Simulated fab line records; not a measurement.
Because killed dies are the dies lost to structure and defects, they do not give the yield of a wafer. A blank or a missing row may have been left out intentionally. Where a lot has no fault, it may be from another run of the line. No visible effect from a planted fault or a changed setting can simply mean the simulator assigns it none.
Comparing a struck lot with a sound one || flow berkeley-cmos170 || 29 out of 331 route steps
Sound: these wafers, L951.2, L951.4, L951.5. The struck wafers were L940.3, L940.4, L940.5. The cause is named last.
For every step that has rows: the tool of each side, followed by ch and its chambers, followed by its first start. Under that, the readings that differ: sound wafers || struck wafers || difference of the means || sigmas: that difference in standard deviations of wafers without a fault.
alike: words and numbers the same on both sides, and readings whose means are apart by under 2 such deviations; not compared: readings that were withheld, readings missing a value for some wafer, numbers with overlapping values and no deviation given by the record, and bounds like >300 which may hide the same value.
A row with sigmas, a row that says differs or no value, or rows on one side alone: a step with any of these is where the two part. Numbers that don't overlap but have no deviation are shown without sigmas and don't part them. Lack of a reading on every wafer of one side parts them only where that side has two or more wafers.

first, 6 steps without rows for these wafers: UCB170_ZERO_HMDS_00 (prime time 60 s); UCB170_ZERO_COAT_01 (resist thk 900 nm); UCB170_ZERO_SOFTBAKE_02 (time 60 s); UCB170_ZERO_EXPOSE_03 (exposes mask PM MARKS, target cd 4000 nm); UCB170_ZERO_PEB_04; UCB170_ZERO_DEVELOP_05 (develop time 45 s).
UCB170_ZERO_ETCH_06: etches SiO2 in CHF3/CF4/Ar, time 12 s.
  sound on rie-diel-03 ch 0,1,3, day 5 12:28; struck on rie-diel-04 ch 0,2,3, day 2 23:31
{"reading": "oes-product-au (a.u.)", "sound": "0.595 0.612 0.609", "struck": "0.619 0.631 0.636", "difference": "+0.023", "sigmas": "+2"}
  alike: drypump-motor-current-A, throttle-valve-pct
  not compared: rf-hours-counter-h
UCB170_ZERO_STRIP_07: strips in O2.
  sound on plasma-asher-02 ch 0,1, day 5 12:30; struck on plasma-asher-02 ch 0,1, day 2 23:34
  alike: drypump-motor-current-A, oes-product-au, strip-time-to-endpoint-s
  not compared: rf-hours-counter-h
then, 2 steps without rows for these wafers: UCB170_NWELL_WET_ETCH_00 (etches SiO2 in dHF, time 200 s); UCB170_NWELL_OXIDATION_01 (target thk 26.4 nm, ox time 1260 s).
UCB170_NWELL_THK_MEAS_02:
  struck on film-metro-02, day 3 03:25; sound on film-metro-02, day 5 19:50
  alike: NWELL_OXIDE_THK
then, 1 step without rows for these wafers: UCB170_NWELL_ANNEAL_03 (time 900 s).
UCB170_NWELL_CVD_04: deposits Si3N4 from SiH2Cl2/NH3, target thk 224 nm, time 3360 s.
  sound on lpcvd-02 ch 0, day 6 00:05; struck on lpcvd-01 ch 0, day 3 06:35
{"reading": "model.Si3N4_of_NWELL_CVD_04.thk-nm (nm)", "sound": "228.2 226.6 225.9", "struck": "66.7 67.02 67.51", "difference": -159.8, "sigmas": ""}
  alike: nh3-flow-sccm, spike-tc-source-C, susceptor-temp-C
UCB170_NWELL_THK_MEAS_05:
  struck on film-metro-02, day 3 09:31; sound on film-metro-02, day 6 02:01
{"reading": "NWELL_NITRIDE_THK (nm)", "sound": "228.4 226.6 226.0", "struck": "66.7 67.0 67.6", "difference": -159.9, "sigmas": -84}
then, 6 steps without rows for these wafers: UCB170_NWELL_HMDS_06 (prime time 60 s); UCB170_NWELL_COAT_07 (resist thk 900 nm); UCB170_NWELL_SOFTBAKE_08 (time 60 s); UCB170_NWELL_EXPOSE_09 (exposes mask NWELL, target cd 3000 nm); UCB170_NWELL_PEB_10; UCB170_NWELL_DEVELOP_11 (develop time 45 s).
UCB170_NWELL_OVL_MEAS_12:
  struck on overlay-02, day 3 10:44; sound on overlay-02, day 6 03:20
  alike: NWELL_OVL
UCB170_NWELL_ETCH_13: etches Si3N4 in CH3F/Ar/O2, stops on SiO2, target depth 246.4 nm, time 154 s.
  sound on rie-diel-01 ch 0,3, day 6 03:22; struck on rie-diel-03 ch 0,1,2, day 3 10:46
{"reading": "oes-product-au (a.u.)", "sound": "0.938 0.945 0.924", "struck": "0.535 0.539 0.530", "difference": -0.401, "sigmas": -29}
{"reading": "model.etch.depth-nm (nm)", "sound": "228.2 226.6 225.9", "struck": "66.7 67.02 67.51", "difference": -159.8, "sigmas": ""}
  alike: drypump-motor-current-A, throttle-valve-pct
  not compared: rf-hours-counter-h
then, 1 step without rows for these wafers: UCB170_NWELL_IMPLANT_14.
UCB170_NWELL_STRIP_15: strips in O2.
  sound on plasma-asher-01 ch 0,1, day 6 03:37; struck on plasma-asher-01 ch 0,1, day 3 11:03
{"reading": "strip-time-to-endpoint-s (s)", "sound": "17.86 17.97 17.85", "struck": "18.23 18.03 18.08", "difference": "+0.22", "sigmas": "+2"}
  alike: drypump-motor-current-A, oes-product-au
  not compared: rf-hours-counter-h
UCB170_NWELL_TW_MEAS_16:
  struck on film-metro-02, day 3 11:08; sound on film-metro-02, day 6 03:44
  alike: NWELL_TW
then, 1 step without rows for these wafers: UCB170_NWELL_CLEAN_17 (cleans in SPM, time 600 s).
UCB170_NWELL_WET_ETCH_18: etches Si3N4 in H3PO4, time 14400 s.
  sound on wet-bench-02 ch 2, day 6 04:01; struck on wet-bench-01 ch 2, day 3 11:22
  not compared: model.SiO2_of_NWELL_OXIDATION_01.thk-nm
then, 1 step without rows for these wafers: UCB170_NWELL_WET_ETCH_19 (etches SiO2 in BOE, time 22 s).
-- the record jumps here: 6 days lie between the struck wafers' starts before and after (it left off in module NWELL and takes up again in module M3, whose first step shown is number 331 of the route) --
UCB170_M3_PROBE_99:
  rows exist in the record for the struck wafers here (prober-01, day 9 06:44), but not for the sound ones

== WHERE THEY PART ==
Last at UCB170_M3_PROBE_99 as far as this record goes, first at UCB170_ZERO_ETCH_06.

WHY: whatever the simulator had introduced
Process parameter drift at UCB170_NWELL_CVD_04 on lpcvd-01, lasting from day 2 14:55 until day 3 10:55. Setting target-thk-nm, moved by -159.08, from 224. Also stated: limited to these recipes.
